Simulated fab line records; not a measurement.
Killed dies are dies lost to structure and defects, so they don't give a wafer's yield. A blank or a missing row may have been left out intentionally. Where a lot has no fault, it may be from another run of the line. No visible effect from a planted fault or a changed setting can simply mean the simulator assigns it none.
Which of the tools did it? || flow berkeleyCmos170 || Sampling: 15 lots, 45 wafers, 2 of 331 route steps

## WHAT THE GAUGES SHOWED, per wafer
UCB170_START_BOW_MEAS_00. Usual: INCOMING_BOW typically reads -1 um, with standard deviation 6.2.
{"lot": "L862", "measured": "day 1 10:01", "on": "filmMetro-03", "INCOMING_BOW (um)": "-15 -2 1", "flag": ""}
{"lot": "L863", "measured": "day 1 15:02", "on": "filmMetro-02", "INCOMING_BOW (um)": "-4 11 -1", "flag": ""}
{"lot": "L864", "measured": "day 1 20:00", "on": "filmMetro-03", "INCOMING_BOW (um)": "-4 -6 -9", "flag": ""}
{"lot": "L865", "measured": "day 2 01:00", "on": "filmMetro-03", "INCOMING_BOW (um)": "3 5 2", "flag": ""}
{"lot": "L866", "measured": "day 2 06:00", "on": "filmMetro-03", "INCOMING_BOW (um)": "8 4 2", "flag": ""}
{"lot": "L867", "measured": "day 2 11:01", "on": "filmMetro-03", "INCOMING_BOW (um)": "-3 8 0", "flag": ""}
{"lot": "L868", "measured": "day 2 16:04", "on": "filmMetro-02", "INCOMING_BOW (um)": "-10 -8 -8", "flag": ""}
{"lot": "L869", "measured": "day 2 21:00", "on": "filmMetro-02", "INCOMING_BOW (um)": "-9 -3 -1", "flag": ""}
{"lot": "L876", "measured": "day 4 08:02", "on": "filmMetro-03", "INCOMING_BOW (um)": "-3 4 -1", "flag": ""}
{"lot": "L877", "measured": "day 4 13:01", "on": "filmMetro-03", "INCOMING_BOW (um)": "-5 -5 0", "flag": ""}
{"lot": "L878", "measured": "day 4 18:01", "on": "filmMetro-03", "INCOMING_BOW (um)": "-3 3 1", "flag": ""}
{"lot": "L879", "measured": "day 4 23:01", "on": "filmMetro-02", "INCOMING_BOW (um)": "5 -3 8", "flag": ""}
{"lot": "L880", "measured": "day 5 04:00", "on": "filmMetro-04", "INCOMING_BOW (um)": "6 -1 -2", "flag": ""}
{"lot": "L881", "measured": "day 5 09:02", "on": "filmMetro-02", "INCOMING_BOW (um)": "4 -2 2", "flag": ""}
{"lot": "L882", "measured": "day 5 14:00", "on": "filmMetro-04", "INCOMING_BOW (um)": "-5 5 -6", "flag": ""}

UCB170_ACTIVE_OVL_MEAS_14. Usual: ACTIVE_OVL typically reads 1 nm, with standard deviation 6.1.
{"lot": "L862", "measured": "day 3 16:44", "on": "overlay-01", "ACTIVE_OVL (nm)": "-5 -3 -2", "flag": ""}
{"lot": "L863", "measured": "day 4 03:11", "on": "overlay-02", "ACTIVE_OVL (nm)": "-6 -5 -9", "flag": ""}
{"lot": "L864", "measured": "day 4 22:59", "on": "overlay-02", "ACTIVE_OVL (nm)": "0 -3 1", "flag": ""}
{"lot": "L865", "measured": "day 4 22:43", "on": "overlay-01", "ACTIVE_OVL (nm)": "2 -1 -2", "flag": ""}
{"lot": "L866", "measured": "day 4 23:16", "on": "overlay-01", "ACTIVE_OVL (nm)": "-5 -2 -3", "flag": ""}
{"lot": "L867", "measured": "day 5 05:42", "on": "overlay-02", "ACTIVE_OVL (nm)": "11 6 -1", "flag": ""}
{"lot": "L868", "measured": "day 5 05:35", "on": "overlay-01", "ACTIVE_OVL (nm)": "3 -2 6", "flag": ""}
{"lot": "L869", "measured": "day 5 05:49", "on": "overlay-01", "ACTIVE_OVL (nm)": "12 13 7", "flag": ""}
{"lot": "L876", "measured": "day 6 20:24", "on": "overlay-02", "ACTIVE_OVL (nm)": "-1 -6 -7", "flag": ""}
{"lot": "L877", "measured": "day 6 20:44", "on": "overlay-01", "ACTIVE_OVL (nm)": "-4 -1 -7", "flag": ""}
{"lot": "L878", "measured": "day 7 07:52", "on": "overlay-02", "ACTIVE_OVL (nm)": "-10 -13 -2", "flag": ""}
{"lot": "L879", "measured": "day 7 07:37", "on": "overlay-02", "ACTIVE_OVL (nm)": "4 6 0", "flag": ""}
{"lot": "L880", "measured": "day 7 22:15", "on": "overlay-02", "ACTIVE_OVL (nm)": "-1 -3 -4", "flag": ""}
{"lot": "L881", "measured": "day 7 22:26", "on": "overlay-02", "ACTIVE_OVL (nm)": "4 -4 -3", "flag": ""}
{"lot": "L882", "measured": "day 8 08:36", "on": "overlay-02", "ACTIVE_OVL (nm)": "-7 -5 -9", "flag": ""}

## EACH LOT AND THE TOOL THAT RAN IT (in order: tool; ch and the chambers of the sampled wafers; start)
The record holds no process step before these readings.

## AS READ BY THE TOOLS THEMSELVES (means over the sampled wafers that have a number; for cases with no such wafer, the mark the record gives instead)
The record holds no such reading with a usual standard deviation.

## THE ANSWER, worked out from the rows above alone
Rule: lot off if the mean of its wafers having a number is beyond 3 standard deviations from the usual mean. Also off: a lot with no number at a reading for which 4 or more lots have one. Where the step has rows for the other lots, those lots are counted as sound. After the gauges, taken in route order, come the tools' own readings; for these a lot's mean is taken, as printed above. At the first step where some lot is off, the reading lying furthest off is the one used; lots without a number count as furthest.
No lot is off on any of the readings shown, so nothing can be concluded from this.

## WHAT THE SIMULATOR PUT IN
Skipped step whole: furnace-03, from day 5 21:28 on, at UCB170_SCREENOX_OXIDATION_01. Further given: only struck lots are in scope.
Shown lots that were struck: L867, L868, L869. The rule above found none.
